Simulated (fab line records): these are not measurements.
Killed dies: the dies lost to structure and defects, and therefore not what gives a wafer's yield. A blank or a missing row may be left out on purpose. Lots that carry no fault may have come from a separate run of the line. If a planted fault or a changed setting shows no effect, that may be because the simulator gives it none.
Split-lot study    flow berkeley cmos170    23 wafers read from 5 lots, route of 331 steps

## SPLIT DETAILS
At UCB170_PFIELD_COAT_01 (resist thk 900 nm), the setting resist thk nm was moved away from the recipe's 900 nm on 11 of the 23 wafers read, by -2.9% to +4.1%. For the rest of the wafers, this setting stayed at what the recipe calls for.

The split's own step is where the reading is taken.

## THE READING
KrF_of_PFIELD_COAT_01.thk nm (the simulator's own value, which no gauge read), in nm, at UCB170_PFIELD_COAT_01 (resist thk 900 nm). No usual value for it is given in the file. The 12 wafers here that ran the recipe average 901.0 nm, standard deviation 2.1 nm.

wafer   tool, chamber at the split  resist thk nm as run, nm  against the recipe  KrF_of_PFIELD_COAT_01.thk nm, nm  against lot-mates on the recipe
L074.1  litho track-04, 0           937.3                     +4.1%               940.2                             +40.1
L074.2  litho track-04, 0           937.3                     +4.1%               941                               +40.9
L074.3  litho track-04, 0           900                       recipe              900.2                             -
L074.4  litho track-04, 0           900                       recipe              900                               -
L074.5  litho track-04, 0           937.3                     +4.1%               939                               +38.9
L075.1  litho track-01, 0           874.3                     -2.9%               875.9                             -23.9
L075.2  litho track-01, 0           874.3                     -2.9%               875.2                             -24.5
L075.3  litho track-01, 0           900                       recipe              900.1                             -
L075.4  litho track-01, 0           900                       recipe              899.4                             -
L075.5  litho track-01, 0           874.3                     -2.9%               874.8                             -25.0
L077.1  litho track-04, 0           900                       recipe              905.3                             -
L077.2  litho track-04, 0           922.6                     +2.5%               925.8                             +21.6
L077.3  litho track-04, 0           900                       recipe              905                               -
L077.4  litho track-04, 0           922.6                     +2.5%               924.9                             +20.7
L077.5  litho track-04, 0           900                       recipe              902.2                             -
L084.1  litho track-02, 0           915.8                     +1.8%               914.2                             +13.5
L084.2  litho track-02, 0           900                       recipe              900.8                             -
L084.4  litho track-02, 0           900                       recipe              900.7                             -
L084.5  litho track-02, 0           915.8                     +1.8%               917.2                             +16.5
L084.6  litho track-02, 0           915.8                     +1.8%               915.7                             +15.0
L085.1  litho track-04, 0           900                       recipe              901.4                             -
L085.2  litho track-04, 0           900                       recipe              898.7                             -
L085.4  litho track-04, 0           900                       recipe              898.6                             -

FIT RESULTS
A straight line over all 23 wafers: KrF_of_PFIELD_COAT_01.thk nm changes by +9.24 nm for each +1% of resist thk nm; r = +1.00; the points scatter about the line by 1.9 nm.
The same after taking each lot's own level away (the mean of its wafers on the recipe; 23 wafers): +9.08 nm for each +1%; r = +1.00; scatter 1.5 nm.
That fit puts the effect of the largest move of resist thk nm on the reading at 38 nm.
The lots' own levels span 899.57 to 904.17 nm, that is 2.2 times the standard deviation above.
So the lot-to-lot level changes the slope little: the two slopes agree.
Check: with one of the wafers moved furthest among these (+4.1%) left out of the fit, the line predicts +37.3 nm for it against its lot-mates. It came out at +40.1 nm against them.

## OTHER SPLITS APPLIED TO THESE WAFERS
Other splits were also applied to these wafers ahead of the reading. Each is held against what the fit with the lots' levels taken away leaves over:
other split on the same wafers        wafers away from the commonest value  r with KrF_of_PFIELD_COAT_01.thk nm (lot level and that fit taken away)
UCB170_ZERO_COAT_01 resist thk nm     9                                     -0.53
UCB170_PWELL_CVD_05 time s            10                                    -0.14
UCB170_PWELL_ETCH_14 rf w             6                                     -0.30
UCB170_ACTIVE_OXIDATION_02 ox time s  10                                    +0.47
UCB170_ACTIVE_CVD_05 temp c           15                                    +0.31

## THE WHOLE CHAIN: every reading that the file lists as answering this split, in the file's order
step                    what it does       reading                                                                        change (the file's fit)               r (the file's)
UCB170_PFIELD_COAT_01   resist thk 900 nm  KrF_of_PFIELD_COAT_01.thk nm (the simulator's own value, which no gauge read)  +9.06 nm for each +1% of the setting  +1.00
UCB170_PFIELD_STRIP_08  strips in O2       strip time to endpoint s                                                       withheld for each +1% of the setting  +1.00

## THE FILE'S OWN FIT
KrF_of_PFIELD_COAT_01.thk nm changes by +9.06 nm for each +1% of resist thk nm, r = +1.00.
